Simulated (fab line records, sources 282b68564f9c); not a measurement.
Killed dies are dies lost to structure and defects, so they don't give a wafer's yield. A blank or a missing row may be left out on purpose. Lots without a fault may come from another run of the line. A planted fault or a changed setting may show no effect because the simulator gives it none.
fab line records | flow rit_cmos
record lots=6 wafers=18 last_day=8
route steps=202 shown NLDD@104 PLDD@114 M1@202
lots that met no fault: from a run of the same line without faults
start_h: hours from the record's first day to the start of the lot's first wafer shown | wait_h: hours since the lot's step before | " the same as in the row above | L1.1+2: a row that stands for several wafers | - no value, or no start given | * or withheld: withheld | < > ~ a bound
route shown NAME@n: a module of which the file shows steps, and the number in the route of the first | usual: mean/standard deviation of fault-free wafers | same: alike in all rows | chamber/n: place in a boat | sites: the reading at each site | _std_site: their standard deviation | _edge_site: outer sites' mean less inner sites' | radius_mm: how far each site lies from the wafer's centre | mask NAME#n: copy n | behind: the tool/chamber that last shaped the wafer | hold: why the lot was held/for how many hours/how that ended | device: the transistor (n, p or np) that didn't switch | end of line: the same wafers' tests at the end of the route | a step without rows: its recipe alone | killed: dies lost to structure and defects at the first sort, not the wafer's yield | map: a wafer's dies, x killed, . not, _ none there
set.NAME: the setting as run; set.NAME@STEP: as run at that earlier step | model.NAME: the simulator's own value behind a step, which no gauge read
lots at some steps of the route; a table a step, a row a wafer
services: from which hour (start_h, from the record's first day; less than 0 if before it) a tool's chamber was out of use, for how many hours, and why
## steps
# step RIT_NLDD_COAT_01
# recipe resist=NOVOLAK spin_rpm=3250 resist_thk_nm=1000
# step RIT_NLDD_SOFTBAKE_02
# recipe resist=NOVOLAK temp_c=90 time_s=60
# step RIT_NLDD_EXPOSE_03
# recipe mask_id=M7 na=0.57 target_cd_nm=40700 dose_mj=250
# step RIT_NLDD_PEB_04
# recipe resist=NOVOLAK temp_c=withheld time_s=withheld
# step RIT_NLDD_DEVELOP_05
# recipe resist=NOVOLAK develop_time_s=50 dev_temp_c=23
# step RIT_NLDD_OVL_MEAS_06
# usual NLDD_OVL=-0.5/1.6
# columns lot.wafer tool chamber start_h wait_h NLDD_OVL[nm]
L157.2 overlay-01 - 55.87 - -3.1
L157.4 " - " " -1.4
L157.5 " - " " -4.7
L158.1 overlay-02 - 59.14 - -3.4
L158.3 " - " " -1.3
L158.5 " - " " -3.3
L164.2 overlay-01 - 93.24 - -1.6
L164.4 " - " " -1.7
L164.5 " - " " 0.5
L170.2 overlay-02 - 138.35 - -1.2
L170.3 " - " " -0.8
L170.5 " - " " -2.9
L172.1 overlay-02 - 149.29 - -1.1
L172.4 " - " " 0.2
L172.6 " - " " 1.4
L174.1 overlay-02 - 163.92 - -0.2
L174.5 " - " " -1.5
L174.6 " - " " 0.5
# step RIT_NLDD_HARDBAKE_07
# recipe resist=NOVOLAK temp_c=140 time_s=60
# step RIT_NLDD_IMPLANT_08
# recipe species=P energy_kev=20 dose_cm2=5e+14 tilt_deg=7
# step RIT_NLDD_STRIP_09
# recipe chemistry=O2 time_s=180 resist=NOVOLAK platen_temp_c=withheld power_w=500 pressure_mtorr=4000 o2_flow_sccm=4000
# usual drypump_motor_current_A=5.9/0.46
# columns lot.wafer tool chamber start_h wait_h drypump_motor_current_A rf_hours_counter_h
L157.2 plasma_asher-02 0 56.20 0.1 5.9 40
L157.4 " 0 " " 5.9 -
L157.5 " 1 " " 5.5 -
L158.1 plasma_asher-02 0 59.48 0.1 5.9 40
L158.3 " 1 " " 5.5 -
L158.5 " 0 " " 5.9 -
L164.2 plasma_asher-03 0 93.57 0.1 6.0 45
L164.4 " 0 " " 6.0 -
L164.5 " 1 " " 6.8 -
L170.2 plasma_asher-02 1 138.68 0.1 5.5 1
L170.3 " 0 " " 5.9 -
L170.5 " 1 " " 5.5 -
L172.1 plasma_asher-02 1 149.62 0.1 5.5 2
L172.4 " 0 " " 5.9 -
L172.6 " 1 " " 5.5 -
L174.1 plasma_asher-01 0 164.26 0.1 5.4 35
L174.5 " 1 " " 5.9 -
L174.6 " 0 " " 5.4 -
# step RIT_NLDD_TW_MEAS_10
# usual NLDD_TW=2505/28
# columns lot.wafer tool chamber start_h wait_h NLDD_TW
L157.2 film_metro-03 - 56.39 0.1 2542
L157.4 " - " " 2559
L157.5 " - " " 2537
L158.1 film_metro-03 - 59.65 0.1 2554
L158.3 " - " " 2553
L158.5 " - " " 2551
L164.2 film_metro-01 - 93.76 0.1 2496
L164.4 " - " " 2514
L164.5 " - " " 2515
L170.2 film_metro-02 - 138.87 0.1 2485
L170.3 " - " " 2488
L170.5 " - " " 2496
L172.1 film_metro-01 - 149.80 0.1 2480
L172.4 " - " " 2485
L172.6 " - " " 2488
L174.1 film_metro-01 - 164.43 0.1 2469
L174.5 " - " " 2476
L174.6 " - " " 2489
# step RIT_PLDD_HMDS_00
# recipe prime_time_s=60 prime_temp_c=140
# step RIT_PLDD_COAT_01
# recipe resist=NOVOLAK spin_rpm=3250 resist_thk_nm=1000
# step RIT_PLDD_SOFTBAKE_02
# recipe resist=NOVOLAK temp_c=90 time_s=60
# usual heater_power_total_W=34.56/0.049 plate_temp_C=89.98/0.12
# columns lot.wafer tool chamber start_h wait_h heater_power_total_W plate_temp_C
L157.2 litho_track-02 0 56.76 0.1 34.60 89.92
L157.4 " 0 " " 34.62 89.90
L157.5 " 0 " " 34.57 89.97
L158.1 litho_track-03 0 60.13 0.1 34.62 89.96
L158.3 " 0 " " 34.51 90.06
L158.5 " 0 " " 34.58 89.98
L164.2 litho_track-02 0 94.13 0.1 34.59 90.10
L164.4 " 0 " " 34.62 90.09
L164.5 " 0 " " 34.63 90.03
L170.2 litho_track-03 0 139.24 0.1 30.73 82.98
L170.3 " 0 " " 30.82 83.05
L170.5 " 0 " " 30.86 82.90
L172.1 litho_track-03 0 150.16 0.1 30.78 83.03
L172.4 " 0 " " 30.87 83.04
L172.6 " 0 " " 30.85 83.21
L174.1 litho_track-02 0 164.79 0.1 34.57 89.92
L174.5 " 0 " " 34.60 89.91
L174.6 " 0 " " 34.56 89.94
# step RIT_PLDD_EXPOSE_03
# recipe mask_id=M8 na=0.57 target_cd_nm=40900 dose_mj=250
# step RIT_PLDD_PEB_04
# recipe resist=NOVOLAK temp_c=withheld time_s=withheld
# step RIT_PLDD_DEVELOP_05
# recipe resist=NOVOLAK develop_time_s=50 dev_temp_c=23
# columns lot.wafer tool chamber start_h wait_h model.NOVOLAK_of_PLDD_COAT_01.thk_nm
L157.2 litho_track-03 0 - - 991.5
L157.4 " 0 " " 996
L157.5 " 0 " " 995.2
L158.1 litho_track-02 0 - - 996.8
L158.3 " 0 " " 1000
L158.5 " 0 " " 999.8
L164.2 litho_track-03 0 - - 998.6
L164.4 " 0 " " 997.5
L164.5 " 0 " " 995.6
L170.2 litho_track-02 0 - - 1022
L170.3 " 0 " " 1020
L170.5 " 0 " " 1018
L172.1+4 litho_track-04 0 - - 1025
L172.6 " 0 " " 1020
L174.1 litho_track-02 0 - - 1003
L174.5 " 0 " " 1000
L174.6 " 0 " " 1002
# step RIT_PLDD_OVL_MEAS_06
# usual PLDD_OVL=-0.4/1.4
# columns lot.wafer tool chamber start_h wait_h PLDD_OVL[nm]
L157.2 overlay-02 - 57.42 - -3.5
L157.4 " - " " -2.6
L157.5 " - " " -2.2
L158.1 overlay-02 - 60.81 - -1.0
L158.3 " - " " -0.2
L158.5 " - " " -0.4
L164.2 overlay-01 - 94.79 - -0.7
L164.4 " - " " -0.5
L164.5 " - " " 1.1
L170.2 overlay-01 - 139.90 - -0.8
L170.3 " - " " 0.5
L170.5 " - " " -1.3
L172.1 overlay-02 - 151.00 - 1.6
L172.4 " - " " 1.1
L172.6 " - " " 1.2
L174.1 overlay-02 - 165.34 - -0.7
L174.5 " - " " -2.1
L174.6 " - " " -1.7
# step RIT_M1_PROBE_99
# usual killed_at_M0_to_M3=0.0/0.14 killed_at_front_end=7/3.1 killed_dies=7/3.1 killed_open=3.8/2.3 killed_short=3.2/1.9
# same gross_dies=264 killed_at_M4_up=0 killed_at_back_side=0 killed_at_contacts=0 killed_at_other=0
# columns lot.wafer tool chamber start_h wait_h killed_at_M0_to_M3 killed_at_front_end killed_dies killed_open killed_short
L164.2 prober-02 - 108.54 0.1 0 6 6 2 4
L164.4 prober-02 - 108.64 0.2 0 5 5 2 3
L164.5 prober-02 - 108.69 0.2 0 6 6 2 4
L172.1 prober-01 - 167.12 0.1 0 9 9 5 4
L172.4 prober-01 - 167.27 0.2 0 9 9 6 3
L172.6 prober-01 - 167.37 0.2 0 7 7 4 3
# killed by level:class
L164.2 GATE:geometric_particle:short=2 FOX1:geometric_particle:open=1 FOX2:geometric_particle:open=1 SPACER:geometric_particle:short=1 SILICIDE:geometric_particle:short=1
L164.4 FOX2:geometric_particle:short=2 FOX2:geometric_particle:open=1 GATE:geometric_particle:short=1 GATE:geometric_particle:open=1
L164.5 REOX:geometric_particle:short=2 FOX2:geometric_particle:open=1 FOX2:geometric_particle:short=1 GATE:geometric_particle:short=1 REOX:geometric_particle:open=1
L172.1 GATE:geometric_particle:short=4 FOX1:geometric_particle:open=2 FOX2:geometric_particle:open=1 GATE:geometric_particle:open=1 SPACER:geometric_particle:open=1
L172.4 GATE:geometric_particle:short=2 REOX:geometric_particle:open=2 FOX1:geometric_particle:open=1 FOX2:geometric_particle:short=1 SPACER:geometric_particle:open=1 GATE:geometric_particle:open=1 SILICIDE:geometric_particle:open=1
L172.6 SILICIDE:geometric_particle:open=2 FOX1:geometric_particle:open=1 FOX1:geometric_particle:short=1 GATE:geometric_particle:short=1 GATE:geometric_particle:open=1 SILICIDE:geometric_particle:short=1
## services
# columns tool chamber start_h hours kind
plasma_asher-02 - 74.68 1.6 repair
plasma_asher-02 - 108.75 9.0 pm
plasma_asher-02 0 108.75 9.0 vent_cycle
plasma_asher-02 1 108.75 9.0 vent_cycle
plasma_asher-02 0 117.75 - clean
plasma_asher-02 1 117.75 - clean
## key
first_sign step=RIT_PLDD_SOFTBAKE_02 reading=heater_power_total_W direction=down sigmas=76 usual=34.56 struck=30.82
effect step=RIT_PLDD_SOFTBAKE_02 reading=plate_temp_C direction=down sigmas=58 usual=* struck=*
model_effect step=RIT_PLDD_DEVELOP_05 value=NOVOLAK_of_PLDD_COAT_01.thk_nm without=1002 struck=1022
met_at RIT_PLDD_SOFTBAKE_02
struck_wafers L170.2,L170.3,L170.5,L172.1,L172.4,L172.6
tester_left_out L170,L172
onset_between 60.13 139.24
fault kind=process_parameter_drift tool=litho_track-03 chamber=- onset_h=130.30 steps=RIT_PLDD_SOFTBAKE_02 channel=temp_c offset=* shape=step end_h=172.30 acts_in=* stated=*
# tester_left_out: of these lots the tester's yield and bins aren't shown, on N5 and GAA mostly nor the transistor test; their killed dies are dies lost to structure and defects alone, not to doping, threshold or leakage, so they don't give the yield
